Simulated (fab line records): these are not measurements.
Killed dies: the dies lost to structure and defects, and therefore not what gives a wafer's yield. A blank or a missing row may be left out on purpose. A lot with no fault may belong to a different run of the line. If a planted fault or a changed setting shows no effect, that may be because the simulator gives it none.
Which tool was responsible? ; flow ritCmos ; 7 lots with 21 wafers sampled at 2 steps, on a route of 202 steps

== WHAT THE GAUGES READ, wafer by wafer ==
RIT_PSD_OVL_MEAS_06.
lot;measured;on;PSD_OVL (nm)
L696;day 3 08:21;overlay-02;-1.4 -1.4 -0.9
L698;day 3 18:04;overlay-02;-0.1 -0.6 -1.3
L700;day 4 05:31;overlay-01;-0.1 -0.5 -1.3
L702;day 4 14:05;overlay-02;-0.9 -0.1 0.0
L704;day 5 02:43;overlay-02;-2.9 0.0 -1.3
L711;day 6 18:07;overlay-02;-150.5 -150.3 -152.1
L717;day 8 01:46;overlay-01;-1.2 0.4 -2.0

== WHAT TOOL EACH LOT RAN ON (gives the tool, then ch and the chambers of the sampled wafers, and finally the start) ==
lot;RIT_PSD_EXPOSE_03
L696;ilineStepper-02 ch 0, day 3 07:58
L698;ilineStepper-01 ch 0, day 3 17:40
L700;ilineStepper-02 ch 0, day 4 05:08
L702;ilineStepper-01 ch 0, day 4 13:41
L704;ilineStepper-02 ch 0, day 5 02:19
L711;ilineStepper-01 ch 0, day 6 17:43
L717;ilineStepper-02 ch 0, day 8 01:06
- RIT_PSD_EXPOSE_03: exposes mask M10, target cd 40900 nm.

== THE ANSWER, worked out from the rows above alone ==
Rule: usual is defined by the lots themselves. Put in order of their means at a reading, lots are off if they are a third of the lots or fewer, leave a main group of 4 or more, and stand apart from it by a gap of 3 or more times the standard deviation of the main group's means; of several such gaps the widest counts. A main group is skipped when, at the precision printed for the reading in the tables above, its means are all equal. A lot without any number at a reading at which 4 lots or more have one is off too. Any other lot the step has rows for is counted as sound.
Off: L711, at RIT_PSD_OVL_MEAS_06 (PSD_OVL). Main group: mean -0.9 nm, sd 0.37.
A tool fits if, at a process step before that reading, it ran every lot that is off, and no sound lot after the first of them. Those tools and the gauges at RIT_PSD_OVL_MEAS_06 are tried in the same way. 2 tools fit, ilineStepper-01 at RIT_PSD_EXPOSE_03 and overlay-02 at RIT_PSD_OVL_MEAS_06, so this cannot tell which one it is.

== WHAT WAS PUT IN BY THE SIMULATOR ==
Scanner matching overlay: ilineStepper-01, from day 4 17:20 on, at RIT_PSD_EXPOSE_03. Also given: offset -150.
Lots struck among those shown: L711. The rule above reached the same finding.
